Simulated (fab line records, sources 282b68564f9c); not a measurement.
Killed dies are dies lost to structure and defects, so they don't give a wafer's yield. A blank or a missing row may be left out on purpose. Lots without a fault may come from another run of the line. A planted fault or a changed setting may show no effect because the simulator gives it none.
Split-lot experiment | flow rit_cmos | 5 lots, 23 wafers read, on a route of 202 steps

THE SPLIT
At RIT_SILICIDE_SPUTTER_01 (material Ti, target thk 30 nm, time 240 s), the setting time_s was moved away from the recipe's 240 s on 5 of the 23 wafers read, by -4.3% to +11.9%. The other wafers ran this setting at the recipe's value.

FROM THE SPLIT TO THE READING: what the file shows between them, 1 step
- RIT_SILICIDE_RS_MEAS_02: measures by four-point-probe

THE READING
SILICIDE_TI_THK, in nm, at RIT_SILICIDE_THK_MEAS_03 (measures by xrf). Fault-free wafers of this fab line usually give 29.7 nm, standard deviation 0.4 nm.

wafer  | tool, chamber at the split | time_s as run, s | against the recipe | SILICIDE_TI_THK, nm | against lot-mates on the recipe
L075.2 | pvd_sputter-03, -          | 240              | recipe             | 30.1                | -
L075.5 | pvd_sputter-03, -          | 240              | recipe             | 30.1                | -
L075.6 | pvd_sputter-03, -          | 240              | recipe             | 29.5                | -
L076.1 | pvd_sputter-04, -          | 240              | recipe             | 29.2                | -
L076.2 | pvd_sputter-04, -          | 240              | recipe             | 29.8                | -
L076.3 | pvd_sputter-04, -          | 240              | recipe             | 29.7                | -
L076.5 | pvd_sputter-04, -          | 240              | recipe             | 29.3                | -
L076.6 | pvd_sputter-04, -          | 240              | recipe             | 29.8                | -
L080.2 | pvd_sputter-04, -          | 240              | recipe             | 29.9                | -
L080.3 | pvd_sputter-04, -          | 268.6            | +11.9%             | 32.8                | +3.2
L080.4 | pvd_sputter-04, -          | 268.6            | +11.9%             | 32.9                | +3.3
L080.5 | pvd_sputter-04, -          | 240              | recipe             | 29.3                | -
L080.6 | pvd_sputter-04, -          | 268.6            | +11.9%             | 32.9                | +3.3
L082.1 | pvd_sputter-04, -          | 240              | recipe             | 29.9                | -
L082.2 | pvd_sputter-04, -          | 229.7            | -4.3%              | 28.6                | -1.5
L082.3 | pvd_sputter-04, -          | 240              | recipe             | 30.1                | -
L082.4 | pvd_sputter-04, -          | 229.7            | -4.3%              | 29.1                | -1.0
L082.5 | pvd_sputter-04, -          | 240              | recipe             | 30.2                | -
L083.1 | pvd_sputter-03, -          | 240              | recipe             | 29.2                | -
L083.2 | pvd_sputter-03, -          | 240              | recipe             | 29.7                | -
L083.3 | pvd_sputter-03, -          | 240              | recipe             | 30.1                | -
L083.4 | pvd_sputter-03, -          | 240              | recipe             | 30.1                | -
L083.5 | pvd_sputter-03, -          | 240              | recipe             | 30.0                | -

THE FIT
A straight line over all 23 wafers: SILICIDE_TI_THK changes by +0.255 nm for each +1% of time_s; r = +0.96; the points scatter about the line by 0.32 nm.
The same after taking each lot's own level away (the mean of its wafers on the recipe; 23 wafers): +0.275 nm for each +1%; r = +0.98; scatter 0.27 nm.
On that fit, the largest move of time_s shifts the reading by 3.3 nm.
The lots' own levels span 29.56 to 30.07 nm, that is 1.3 times the standard deviation above.
So the lot-to-lot level changes the slope little: the two slopes agree.
Check: with one of the wafers moved furthest among these (+11.9%) left out of the fit, the line predicts +3.31 nm for it against its lot-mates. It came out at +3.2 nm against them.

OTHER SPLITS ON THESE WAFERS
These wafers also went through other splits before the reading. Each is held against what the fit with the lots' levels taken away leaves over:
other split on the same wafers    | wafers away from the commonest value | r with SILICIDE_TI_THK (lot level and that fit taken away)
RIT_NLDD_IMPLANT_08 dose_cm2      | 4                                    | +0.09
RIT_PLDD_IMPLANT_08 energy_kev    | 7                                    | +0.31
RIT_NSD_IMPLANT_08 dose_cm2       | 7                                    | -0.06
RIT_PSD_DEVELOP_05 develop_time_s | 6                                    | -0.07

THE WHOLE CHAIN: every reading that the file lists as answering this split, in the file's order
step                     | what it does                              | reading                                                                           | change (the file's fit)               | r (the file's)
RIT_SILICIDE_SPUTTER_01  | material Ti, target thk 30 nm, time 240 s | Ti_of_SILICIDE_SPUTTER_01.thk_nm (the simulator's own value, which no gauge read) | +0.274 nm for each +1% of the setting | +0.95
RIT_SILICIDE_RS_MEAS_02  | measures by four-point-probe              | SILICIDE_TI_RS                                                                    | -0.492 for each +1% of the setting    | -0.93
RIT_SILICIDE_THK_MEAS_03 | measures by xrf                           | SILICIDE_TI_THK                                                                   | +0.274 for each +1% of the setting    | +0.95

THE FILE'S OWN FIT
SILICIDE_TI_THK changes by +0.274 nm for each +1% of time_s, r = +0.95.
